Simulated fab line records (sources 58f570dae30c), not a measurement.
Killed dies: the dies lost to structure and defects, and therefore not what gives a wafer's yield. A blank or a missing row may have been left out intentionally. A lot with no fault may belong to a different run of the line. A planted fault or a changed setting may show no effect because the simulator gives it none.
2 desks, one fault + flow berkeleyCmos170 + each desk holds nothing but its own numbers, with what lay behind them at the end

== TOOL OWNER'S DESK, implanter-04 ==
The tool's own readings at UCB170_NLDD_IMPLANT_08: means of the sampled wafers that have a number, for each lot that ran on this tool. The brackets show how far a lot's mean lies from the usual mean; more than 4 standard deviations puts the lot out of limits, marked OUT.
Columns: A = beamEnergyKeV at UCB170_NLDD_IMPLANT_08, usual 30.001; B = beamOnS at UCB170_NLDD_IMPLANT_08, usual 10.00 s; C = doseIonsCm2 at UCB170_NLDD_IMPLANT_08, usual 5e+13; D = faradayCurrentUA at UCB170_NLDD_IMPLANT_08, usual 158.6
| lot  | first seen here | A      | B               | C                       | D                        |
|------|-----------------|--------|-----------------|-------------------------|--------------------------|
| L802 | day 9 04:07     | 30.009 | 10.03           | 5e+13                   | 158.2                    |
| L808 | day 10 11:10    | 30.002 | 9.99            | 5e+13                   | 159.0                    |
| L817 | day 12 00:17    | 30.016 | 15.65 (+30) OUT | 5e+14 (+99 or more) OUT | 1013.4 (+99 or more) OUT |
| L819 | day 12 14:10    | 30.000 | 15.63 (+30) OUT | 5e+14 (+99 or more) OUT | 1016.0 (+99 or more) OUT |
Finding of this desk: L817, L819 out of limits; the first was L817 at day 12 00:17, on beamOnS at UCB170_NLDD_IMPLANT_08. Within limits: L802, L808.

== AT THE METROLOGY DESK ==
Lot by lot, what the gauges showed, no matter which tool ran the lot: averages of those sampled wafers that carry a number. The brackets show how far a lot's mean lies from the usual mean; more than 4 standard deviations puts the lot out of limits, marked OUT.
Columns: A = FIELD_OXIDE_LEFT_1_THK at UCB170_FIELD_THK_MEAS_90, usual 437 nm; B = SCREENOX_OXIDE_THK at UCB170_SCREENOX_THK_MEAS_02, usual 14.24 nm; C = NLDD_TW at UCB170_NLDD_TW_MEAS_11, usual 2233; D = NLDD_RS at UCB170_SDANNEAL_RS_MEAS_05, usual 616.1 ohm/sq
| lot  | first seen here | A   | B     | C              | D                       |
|------|-----------------|-----|-------|----------------|-------------------------|
| L797 | day 6 11:19     | 407 | 14.70 | 2195           | 618.8                   |
| L798 | day 7 00:28     | 443 | 14.31 | 2251           | 616.2                   |
| L802 | day 7 11:11     | 427 | 13.93 | 2209           | 613.8                   |
| L801 | day 7 11:12     | 436 | 14.36 | 2264           | 613.4                   |
| L806 | day 7 23:21     | 451 | 14.11 | 2214           | 614.1                   |
| L807 | day 7 23:23     | 434 | 13.93 | 2230           | 616.6                   |
| L804 | day 7 23:25     | 445 | 14.11 | 2203           | 617.5                   |
| L809 | day 8 11:53     | 442 | 14.44 | 2229           | 615.6                   |
| L808 | day 8 11:56     | 455 | 14.35 | 2222           | 619.7                   |
| L810 | day 8 23:29     | 431 | 14.34 | 2238           | 614.1                   |
| L811 | day 8 23:34     | 435 | 14.33 | 2238           | 615.8                   |
| L817 | day 10 08:06    | 437 | 14.23 | 3170 (+49) OUT | 172.4 (-99 or more) OUT |
| L820 | day 10 14:59    | 442 | 14.21 | 2242           | 615.5                   |
| L819 | day 10 15:03    | 447 | 14.00 | 3184 (+50) OUT | 172.7 (-99 or more) OUT |
This desk's result: L817, L819 out of limits, first on L817 (NLDD_TW at UCB170_NLDD_TW_MEAS_11), day 12 00:40. Within limits: L797, L798, L802, L801, L806, L807, L804, L809, L808, L810, L811, L820.

== PUT TOGETHER ==
At day 12 00:17, on L817, L819, the tool owner's desk was in a position to raise an alarm.
At day 12 00:40 the metrology desk could have sounded an alarm, on L817, L819.
The lots listed all ran UCB170_NLDD_IMPLANT_08 on implanter-04.

== WHAT THE SIMULATOR PUT IN ==
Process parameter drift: implanter-04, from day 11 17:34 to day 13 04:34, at UCB170_NLDD_IMPLANT_08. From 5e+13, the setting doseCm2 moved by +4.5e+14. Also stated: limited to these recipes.
Struck lots among those shown: L817, L819.
Counting hours from when the fault started, the first reading out of limits came at 7 for the tool owner's desk and at 7 for the metrology desk.
